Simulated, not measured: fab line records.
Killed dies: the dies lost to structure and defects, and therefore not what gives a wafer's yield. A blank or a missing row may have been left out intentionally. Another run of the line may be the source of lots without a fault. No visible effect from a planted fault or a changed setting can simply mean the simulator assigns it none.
A lot that was struck, set against a sound lot / flow berkeleyCmos170 / 18 out of 331 route steps
Sound: these wafers, L421.2, L421.3, L421.4. Wafers L429.1, L429.3, L429.6 were the ones struck. At the end, the cause is stated.
For every step that has rows: the tool of each side, followed by ch and its chambers, followed by its first start. Under that, the readings that differ: sound wafers / struck wafers / difference of the means / sigmas: that difference in standard deviations of wafers without a fault.
alike: readings whose means differ by less than 2 such deviations, and words and numbers that are the same on both sides. not compared: withheld readings, readings that some wafer has no value for, bounds like >300 that may hide the same value, and numbers for which the record gives no deviation and whose values overlap.
A row with sigmas, a row that says differs or no value, or rows on one side alone: a step with any of these is where the two part. Numbers that don't overlap but have no deviation are shown without sigmas and don't part them. Lack of a reading on every wafer of one side parts them only where that side has two or more wafers.

first, 2 steps without rows for these wafers: UCB170_CONTACT_CLEAN_00 (cleans in SPM, time 600 s); UCB170_CONTACT_CVD_01 (deposits PSG from SiH4/O2/PH3, target thk 700 nm, time 2820 s).
UCB170_CONTACT_THK_MEAS_02:
  sound: filmMetro-03 at day 9 17:53; struck: filmMetro-02 at day 11 04:53
  alike: CONTACT_PSG_THK
then, 3 steps without rows for these wafers: UCB170_CONTACT_HMDS_03 (prime time 60 s); UCB170_CONTACT_COAT_04 (resist thk 900 nm); UCB170_CONTACT_SOFTBAKE_05 (time 60 s).
UCB170_CONTACT_STRIP_06: strips in O2.
  sound on plasmaAsher-03 ch 0,1, day 9 18:23; struck on plasmaAsher-04 ch 1, day 11 05:23
  alike: drypumpMotorCurrentA, oesProductAu, stripTimeToEndpointS
  not compared: rfHoursCounterH
then, 1 step without rows for these wafers: UCB170_CONTACT_CLEAN_07 (cleans in SPM, time 600 s).
UCB170_CONTACT_RTA_08: time 10 s.
  sound on rtpAnneal-01 ch 0, day 9 18:45; struck on rtpAnneal-02 ch 0, day 11 05:40
  alike: lampPowerPct, wafer_temp_C_max
then, 3 steps without rows for these wafers: UCB170_CONTACT_COAT_09; UCB170_CONTACT_COAT_10 (resist thk 900 nm); UCB170_CONTACT_SOFTBAKE_11 (time 60 s).
UCB170_CONTACT_EXPOSE_12: exposes mask CONT, target cd 700 nm.
  sound on krfScanner-01 ch 0, day 9 19:18; struck on krfScanner-02 ch 0, day 11 06:11
reading=model.CONTACT.overlayXNm (nm); sound=6.234 6.234 6.234; struck=264.8 264.8 264.8; difference=+258.6; sigmas=
  alike: mask
then, 2 steps without rows for these wafers: UCB170_CONTACT_PEB_13; UCB170_CONTACT_DEVELOP_14 (develop time 45 s).
UCB170_CONTACT_CD_MEAS_15: the cd target is 700 nm.
  sound: cdSem-02 at day 9 20:02; struck: cdSem-02 at day 11 06:34
  alike: cdNm
UCB170_CONTACT_OVL_MEAS_16:
  sound: overlay-01 at day 9 20:08; struck: overlay-02 at day 11 06:54
reading=CONTACT_OVL (nm); sound=3 2 -6; struck=262 264 259; difference=+262; sigmas=+50
  not compared: hold
UCB170_M3_PROBE_99:
  the record has rows for the sound wafers here (prober-01, day 10 12:36) and none for the struck ones

WHERE THEY PART
Earliest at UCB170_CONTACT_OVL_MEAS_16; latest, in this record, at UCB170_M3_PROBE_99.

WHY: whatever the simulator had introduced
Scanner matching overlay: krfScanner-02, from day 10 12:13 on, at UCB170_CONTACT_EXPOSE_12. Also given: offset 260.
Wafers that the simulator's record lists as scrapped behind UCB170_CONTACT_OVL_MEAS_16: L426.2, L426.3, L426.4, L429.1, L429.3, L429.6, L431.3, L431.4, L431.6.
